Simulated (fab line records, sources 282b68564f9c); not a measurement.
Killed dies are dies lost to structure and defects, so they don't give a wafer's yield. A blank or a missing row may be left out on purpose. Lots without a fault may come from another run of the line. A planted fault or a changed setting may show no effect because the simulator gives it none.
fab line records | flow rit_cmos
record lots=13 wafers=39 last_day=7
route steps=202 shown ACTIVE@1 NWELL@37 NRETRO@63 CONTACT@172 M1@202
lots that met no fault: from a run of the same line without faults
start_h: hours from the record's first day to the start of the lot's first wafer shown | wait_h: hours since the lot's step before | " the same as in the row above | L1.1+2: a row that stands for several wafers | - no value, or no start given | * or withheld: withheld | < > ~ a bound
route shown NAME@n: a module of which the file shows steps, and the number in the route of the first | usual: mean/standard deviation of fault-free wafers | same: alike in all rows | chamber/n: place in a boat | sites: the reading at each site | _std_site: their standard deviation | _edge_site: outer sites' mean less inner sites' | radius_mm: how far each site lies from the wafer's centre | mask NAME#n: copy n | behind: the tool/chamber that last shaped the wafer | hold: why the lot was held/for how many hours/how that ended | device: the transistor (n, p or np) that didn't switch | end of line: the same wafers' tests at the end of the route | a step without rows: its recipe alone | killed: dies lost to structure and defects at the first sort, not the wafer's yield | map: a wafer's dies, x killed, . not, _ none there
set.NAME: the setting as run; set.NAME@STEP: as run at that earlier step | model.NAME: the simulator's own value behind a step, which no gauge read
steps of the route over a sample of lots; a table a step, a row a wafer
services: from which hour (start_h, from the record's first day; less than 0 if before it) a tool's chamber was out of use, for how many hours, and why
## steps
# step RIT_ACTIVE_BOW_MEAS_00
# recipe mode=bow
# usual INCOMING_BOW=-1/6.9
# columns lot.wafer tool chamber start_h wait_h INCOMING_BOW[um]
L287.2 film_metro-03 - 15.02 - 12
L287.3 " - " " 3
L287.6 " - " " 2
L288.1 film_metro-04 - 20.00 - 1
L288.2 " - " " 2
L288.3 " - " " -15
L290.1 film_metro-01 - 30.00 - 3
L290.2 " - " " 5
L290.5 " - " " 5
L291.3 film_metro-04 - 35.04 - 8
L291.5 " - " " 11
L291.6 " - " " 3
L292.2 film_metro-03 - 40.02 - -6
L292.3 " - " " 0
L292.5 " - " " 3
L294.1 film_metro-03 - 50.00 - 2
L294.4 " - " " 12
L294.5 " - " " -7
L296.1 film_metro-01 - 60.00 - -15
L296.3 " - " " 5
L296.5 " - " " 2
L297.1 film_metro-03 - 65.00 - -5
L297.5 " - " " -8
L297.6 " - " " 1
L299.2 film_metro-03 - 75.02 - 17
L299.4 " - " " -2
L299.5 " - " " 0
L300.4 film_metro-01 - 80.06 - 2
L300.5 " - " " -8
L300.6 " - " " -6
L303.2 film_metro-03 - 95.02 - 0
L303.3 " - " " 2
L303.4 " - " " -4
L307.1 film_metro-01 - 115.00 - 3
L307.3 " - " " -7
L307.5 " - " " 4
L309.1 film_metro-03 - 125.00 - -13
L309.2 " - " " -1
L309.6 " - " " 12
# step RIT_ACTIVE_THK_MEAS_04
# recipe reads=Si3N4_of_ACTIVE_CVD_03
# usual ACTIVE_NITRIDE_THK=150.2/1.5
# columns lot.wafer tool chamber start_h wait_h ACTIVE_NITRIDE_THK[nm]
L287.2 film_metro-01 - 20.06 0.0 150.0
L287.3 " - " " 149.8
L287.6 " - " " 150.2
L288.1 film_metro-03 - 24.85 0.0 149.8
L288.2 " - " " 150.1
L288.3 " - " " 150.3
L290.1 film_metro-04 - 33.59 0.1 152.7
L290.2 " - " " 152.1
L290.5 " - " " 150.9
L291.3 film_metro-01 - 38.55 0.0 150.7
L291.5 " - " " 149.6
L291.6 " - " " 150.6
L292.2 film_metro-04 - 44.60 0.0 150.9
L292.3 " - " " 150.4
L292.5 " - " " 150.3
L294.1 film_metro-04 - 55.84 0.0 148.9
L294.4 " - " " 149.3
L294.5 " - " " 149.5
L296.1 film_metro-04 - 63.53 0.0 149.9
L296.3 " - " " 150.6
L296.5 " - " " 150.5
L297.1 film_metro-03 - 68.66 0.0 149.9
L297.5 " - " " 149.4
L297.6 " - " " 150.3
L299.2 film_metro-03 - 78.54 0.0 149.8
L299.4 " - " " 149.0
L299.5 " - " " 149.2
L300.4 film_metro-03 - 83.94 0.0 151.3
L300.5 " - " " 151.2
L300.6 " - " " 151.6
L303.2 film_metro-01 - 99.56 0.0 149.0
L303.3 " - " " 149.2
L303.4 " - " " 150.4
L307.1 film_metro-01 - 118.53 0.0 150.6
L307.3 " - " " 151.0
L307.5 " - " " 149.7
L309.1 film_metro-04 - 128.53 0.0 145.6
L309.2 " - " " 145.6
L309.6 " - " " 146.0
# step RIT_NWELL_STRIP_09
# recipe chemistry=O2 time_s=180 resist=NOVOLAK platen_temp_c=withheld power_w=500 pressure_mtorr=4000 o2_flow_sccm=4000
# usual drypump_motor_current_A=5.7/0.5 run_length_s=208.4/0.53
# columns lot.wafer tool chamber start_h wait_h drypump_motor_current_A rf_hours_counter_h run_length_s
L287.2 plasma_asher-02 1 28.75 0.1 5.8 42 207.8
L287.3 " 1 " " 5.8 - 207.8
L287.6 " 1 " " 5.8 - 208.5
L288.1 plasma_asher-02 1 32.75 0.1 5.8 43 208.2
L288.2 " 0 " " 6.6 43 208.8
L288.3 " 1 " " 5.8 - 207.8
L290.1 plasma_asher-02 1 40.80 0.1 5.8 44 207.9
L290.2 " 0 " " 6.6 44 208.4
L290.5 " 1 " " 5.8 - 208.4
L291.3 plasma_asher-04 1 45.80 0.1 5.4 - 207.7
L291.5 " 0 " " 5.6 - 208.8
L291.6 " 1 " " 5.4 - 207.6
L292.2 plasma_asher-02 0 54.12 0.1 6.6 45 208.7
L292.3 " 0 " " 6.5 - 208.4
L292.5 " 1 " " 5.8 - 208.1
L294.1 plasma_asher-02 1 65.15 0.1 5.8 47 208.1
L294.4 " 0 " " 6.5 - 208.6
L294.5 " 0 " " 6.5 - 208.5
L296.1 plasma_asher-01 0 70.82 0.1 5.9 47 209.3
L296.3 " 0 " " 5.9 - 209.0
L296.5 " 1 " " 4.9 - 208.2
L297.1 plasma_asher-02 0 80.06 0.1 6.6 49 209.2
L297.5 " 0 " " 6.6 - 208.6
L297.6 " 1 " " 5.8 - 208.4
L299.2 plasma_asher-02 0 85.92 0.1 6.5 50 72.4
L299.4 " 1 " " 5.8 - 72.1
L299.5 " 0 " " 6.5 - 72.5
L300.4 plasma_asher-04 0 92.60 0.1 5.6 - 208.5
L300.5 " 1 " " 5.4 - 207.5
L300.6 " 0 " " 5.6 - 208.9
L303.2 plasma_asher-04 0 111.41 0.1 5.6 29 209.3
L303.3 " 1 " " 5.4 - 207.6
L303.4 " 0 " " 5.6 - 209.4
L307.1 plasma_asher-01 1 126.13 0.1 4.9 53 208.0
L307.3 " 1 " " 4.9 - 208.4
L307.5 " 1 " " 4.9 - 208.2
L309.1 plasma_asher-01 1 135.70 0.1 4.9 53 208.2
L309.2 " 0 " " 5.9 53 208.8
L309.6 " 1 " " 4.9 - 208.6
# step RIT_NRETRO_TW_MEAS_10
# usual NRETRO_TW=1048/8.7
# columns lot.wafer tool chamber start_h wait_h hold NRETRO_TW
L287.2 film_metro-03 - 37.45 0.1 - 1043
L287.3 " - " " - 1042
L287.6 " - " " - 1045
L288.1 film_metro-04 - 41.60 0.1 - 1052
L288.2 " - " " - 1053
L288.3 " - " " - 1058
L290.1 film_metro-04 - 49.53 0.1 - 1043
L290.2 " - " " - 1053
L290.5 " - " " - 1045
L291.3 film_metro-04 - 54.92 0.1 - 1042
L291.5 " - " " - 1043
L291.6 " - " " - 1042
L292.2 film_metro-03 - 62.96 0.1 - 1040
L292.3 " - " " - 1038
L292.5 " - " " - 1044
L294.1 film_metro-04 - 73.87 0.1 - 1051
L294.4 " - " " - 1054
L294.5 " - " " - 1043
L296.1 film_metro-04 - 81.14 0.1 - 1047
L296.3 " - " " - 1049
L296.5 " - " " - 1049
L297.1 film_metro-04 - 89.19 0.1 - 1054
L297.5 " - " " - 1049
L297.6 " - " " - 1050
L299.2 film_metro-04 - 95.72 0.1 await_dispo/0.2h/release 31
L299.4 " - " " await_dispo/0.2h/release 31
L299.5 " - " " await_dispo/0.2h/release 31
L299.2 film_metro-04 - 95.94 0.2 - 31
L299.4 " - " " - 31
L299.5 " - " " - 31
L300.4 film_metro-01 - 102.00 0.1 - 1054
L300.5 " - " " - 1056
L300.6 " - " " - 1055
L303.2 film_metro-01 - 120.67 0.1 - 1065
L303.3 " - " " - 1075
L303.4 " - " " - 1064
L307.1 film_metro-03 - 135.90 0.1 - 1043
L307.3 " - " " - 1041
L307.5 " - " " - 1044
L309.1 film_metro-03 - 144.30 0.1 - 1035
L309.2 " - " " - 1034
L309.6 " - " " - 1036
# step RIT_CONTACT_SOFTBAKE_04
# recipe resist=NOVOLAK temp_c=90 time_s=62.23
# usual chill_plate_temp_C=23.01/0.1 plate_sensor_t_centre_C=90.968/0.011 plate_sensor_t_edge_C=91.021/0.0096
# columns lot.wafer tool chamber start_h wait_h chill_plate_temp_C plate_sensor_t_centre_C plate_sensor_t_edge_C
L287.2 litho_track-04 0 58.13 0.1 22.91 90.964 91.028
L287.3 " 0 " " 22.98 90.969 91.010
L287.6 " 0 " " 22.90 90.979 91.025
L288.1 litho_track-02 0 62.80 0.1 23.05 90.973 91.011
L288.2 " 0 " " 23.10 90.969 91.026
L288.3 " 0 " " 23.05 90.988 91.029
L290.1 litho_track-02 0 72.33 0.1 23.10 90.954 91.002
L290.2 " 0 " " 23.00 90.966 91.015
L290.5 " 0 " " 23.03 90.975 91.012
L291.3 litho_track-01 0 75.56 0.1 22.75 90.975 91.013
L291.5 " 0 " " 22.89 90.962 91.005
L291.6 " 0 " " 22.93 90.961 91.012
L292.2 litho_track-01 0 84.56 0.1 22.91 90.972 91.019
L292.3 " 0 " " 22.90 90.970 91.014
L292.5 " 0 " " 23.16 90.965 91.017
L294.1 litho_track-04 0 96.30 0.1 23.08 90.971 91.017
L294.4 " 0 " " 23.11 90.959 91.028
L294.5 " 0 " " 23.04 90.946 91.013
L296.1 litho_track-02 0 103.44 0.1 23.11 90.975 91.018
L296.3 " 0 " " 22.95 90.998 91.006
L296.5 " 0 " " 23.02 90.963 91.023
L297.1 litho_track-02 0 116.16 0.1 23.15 90.987 91.030
L297.5 " 0 " " 23.22 90.970 91.009
L297.6 " 0 " " 23.08 90.976 91.011
L300.4 litho_track-01 0 124.61 0.1 22.93 90.988 91.031
L300.5 " 0 " " 22.92 90.962 91.035
L300.6 " 0 " " 23.08 90.965 91.025
L303.2 litho_track-01 0 141.21 0.1 22.93 90.964 91.021
L303.3 " 0 " " 23.22 90.970 91.032
L303.4 " 0 " " 22.98 90.968 91.021
L307.1 litho_track-04 0 156.49 0.1 22.95 90.967 91.023
L307.3 " 0 " " 23.07 90.969 91.022
L307.5 " 0 " " 22.97 90.977 91.042
L309.1 litho_track-01 0 165.88 0.1 22.91 90.975 91.018
L309.2 " 0 " " 22.91 90.963 91.028
L309.6 " 0 " " 22.84 90.972 91.011
# step RIT_M1_PROBE_99
# usual defect_limited_yield=97.5/1.2 killed_at_contacts=0.1/0.29 killed_at_front_end=7/3 killed_dies=7/3 killed_open=3.2/2 killed_short=3.5/2.1 sort_bin_3_pad_short=0.1/0.23 sort_bin_5_function=1.4/0.78 sort_bin_6_memory=1.0/0.65 sort_n_pass=257/3 sort_yield_pct=97.5/1.2
# same gross_dies=264 killed_at_M0_to_M3=0 killed_at_M4_up=0 killed_at_back_side=0 killed_at_other=0
# columns lot.wafer tool chamber start_h wait_h defect_limited_yield[%] killed_at_contacts killed_at_front_end killed_dies killed_open killed_short sort_bin_3_pad_short[%] sort_bin_5_function[%] sort_bin_6_memory[%] sort_n_pass sort_yield_pct[%]
L296.1 prober-02 - 110.49 0.1 98.1 0 5 5 1 2 0 0.8 1.1 259 98.1
L296.3 prober-02 - 110.59 0.2 98.5 0 4 4 2 2 0 1.1 0.4 260 98.5
L296.5 prober-02 - 110.69 0.2 96.2 0 10 10 5 5 0.4 1.5 1.9 254 96.2
L300.4 prober-02 - 130.71 0.2 97.0 0 8 8 7 1 0 2.3 0.8 256 97.0
L300.5 prober-02 - 130.76 0.2 97.7 0 6 6 3 3 0.4 1.1 0.8 258 97.7
L300.6 prober-02 - 130.81 0.2 98.1 0 5 5 4 1 0 0.8 1.1 259 98.1
# killed by level:class
L296.1 GATE:geometric_particle:short=2 PRETRO:coat_microbubble_printed=2 ACTIVE:geometric_particle:open=1
L296.3 GATE:geometric_particle:short=1 GATE:geometric_particle:open=1 REOX:geometric_particle:short=1 SPACER:geometric_particle:open=1
L296.5 GATE:geometric_particle:short=4 FOX1:geometric_particle:open=2 FOX1:geometric_particle:short=1 GATE:geometric_particle:open=1 SPACER:geometric_particle:open=1 SILICIDE:geometric_particle:open=1
L300.4 SILICIDE:geometric_particle:open=3 GATE:geometric_particle:open=2 GATE:geometric_particle:short=1 REOX:geometric_particle:open=1 SPACER:geometric_particle:open=1
L300.5 GATE:geometric_particle:open=3 GATE:geometric_particle:short=2 REOX:geometric_particle:short=1
L300.6 SILICIDE:geometric_particle:open=2 FOX2:geometric_particle:short=1 FOX2:geometric_particle:open=1 GATE:geometric_particle:open=1
## services
# columns tool chamber start_h hours kind
plasma_asher-04 - 28.62 1.2 repair
plasma_asher-01 - 29.62 2.8 pm
plasma_asher-04 - 53.58 5.2 repair
plasma_asher-04 - 67.21 15.6 pm
plasma_asher-04 - 96.40 2.3 repair
plasma_asher-02 - 108.75 9.0 pm
plasma_asher-02 0 108.75 9.0 vent_cycle
plasma_asher-02 1 108.75 9.0 vent_cycle
plasma_asher-02 0 117.75 - clean
plasma_asher-02 1 117.75 - clean
plasma_asher-01 - 129.00 5.6 repair
plasma_asher-01 - 154.90 2.6 repair
## key
first_sign step=RIT_NWELL_STRIP_09 reading=run_length_s direction=down sigmas=99+ usual=* struck=*
effect step=RIT_NRETRO_TW_MEAS_10 reading=NRETRO_TW direction=down sigmas=99+ usual=1048 struck=31
met_at RIT_NWELL_STRIP_09
struck_lots L299
scrapped_behind RIT_NRETRO_TW_MEAS_10 L299.2,L299.4,L299.5
not_acting_at RIT_ACTIVE_BOW_MEAS_00,RIT_ACTIVE_THK_MEAS_04,RIT_CONTACT_SOFTBAKE_04
onset_between 80.06 85.92
fault kind=strip_aborted tool=plasma_asher-02 chamber=- onset_h=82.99 steps=RIT_NWELL_STRIP_09 offset=0.6 end_h=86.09
